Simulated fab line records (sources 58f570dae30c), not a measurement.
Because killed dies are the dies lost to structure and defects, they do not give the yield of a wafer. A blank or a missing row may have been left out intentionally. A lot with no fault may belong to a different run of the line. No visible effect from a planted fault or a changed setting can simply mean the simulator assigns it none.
Problem report, 8D (eight disciplines) form, completed by code || flow berkeley_cmos170 || the parts of the form that need people (team, actions taken, sign-off) are left out

## 1. WHAT WENT WRONG
Wafers without a fault read 100.02 C, standard deviation 0.12; prime_temp_c at UCB170_CONTACT_HMDS_03 reads a mean of 100.70 C on 6 wafers belonging to 2 lots. Relative to the usual mean, that is a shift of +5.7 standard deviations.
The step: prime time 60 s.
First seen on wafer L177.1, day 10 04:34, on litho_track-02. Wafers with a number at this step in the record: 42, from 14 lots. Rule for "out" (also "out of limits"): further than 4 standard deviations from the usual mean. The other wafers with a number count as sound.

## 2. WHAT IT IS; WHAT IT IS NOT
{"question": "which readings at this step", "is": "prime_temp_c", "is not": "-"}
{"question": "which lots", "is": "L177, L178", "is not": "L162, L163, L164, L166, L167, L169, L170, L174, L176, L179, L181, L182"}
{"question": "which wafers of those lots", "is": "all that have a number", "is not": "-"}
{"question": "read on which tools", "is": "litho_track-02", "is not": "litho_track-01, litho_track-03"}
{"question": "when", "is": "from day 10 04:34", "is not": "up to then (27 sound wafers); but 9 sound wafers of L179, L181, L182 came after"}

## 3. THE SUSPECTS, EACH WITH WHAT RULES IT OUT
Counting: any tool at a process step up to the reading is kept as a suspect provided that every lot that is out went through it and no sound lot did after the first of them.
- litho_track-02 at UCB170_CONTACT_HMDS_03 (prime time 60 s): kept. All lots that are out passed through it, beginning with L177 at day 10 04:34, and no sound lot followed; its final sound lot before that point was L174 at day 9 18:43. Out on those wafers are its own readings of prime_temp_c.
The count leaves litho_track-02 at UCB170_CONTACT_HMDS_03.

## 4. THE CAUSE (what the simulator had put in)
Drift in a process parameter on litho_track-02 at UCB170_CONTACT_HMDS_03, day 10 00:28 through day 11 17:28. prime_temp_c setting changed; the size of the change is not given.
This tool alone remained once counting was done.

## 5. SEQUENCE OF EFFECTS, ordered by route
Rows list readings where the struck wafers' mean (over those with a number) sits beyond 3 standard deviations from the usual. Scope: only readings with a usual standard deviation given in the record; hours: median across lots of the time from each lot's start at the first step in this table that gives one to its start at this step; sigmas: change in usual standard deviations.
{"hours": 0, "step": "UCB170_CONTACT_HMDS_03", "reading": "prime_temp_c", "usual": "100.02 C", "on struck wafers": 100.70, "change": "+0.69", "sigmas": "+5.7"}
The process steps in it:
- UCB170_CONTACT_HMDS_03: prime time 60 s.
At these later measuring or inspecting steps, every struck wafer for which the step has a row has a number for every such reading, and none has moved that far: UCB170_CONTACT_CD_MEAS_90, UCB170_M2_CD_MEAS_15.

## 6. WHAT WOULD HAVE CAUGHT IT SOONER
First out-of-limits reading in this record: day 10 04:34, which is 4 hours after fault onset at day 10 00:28.
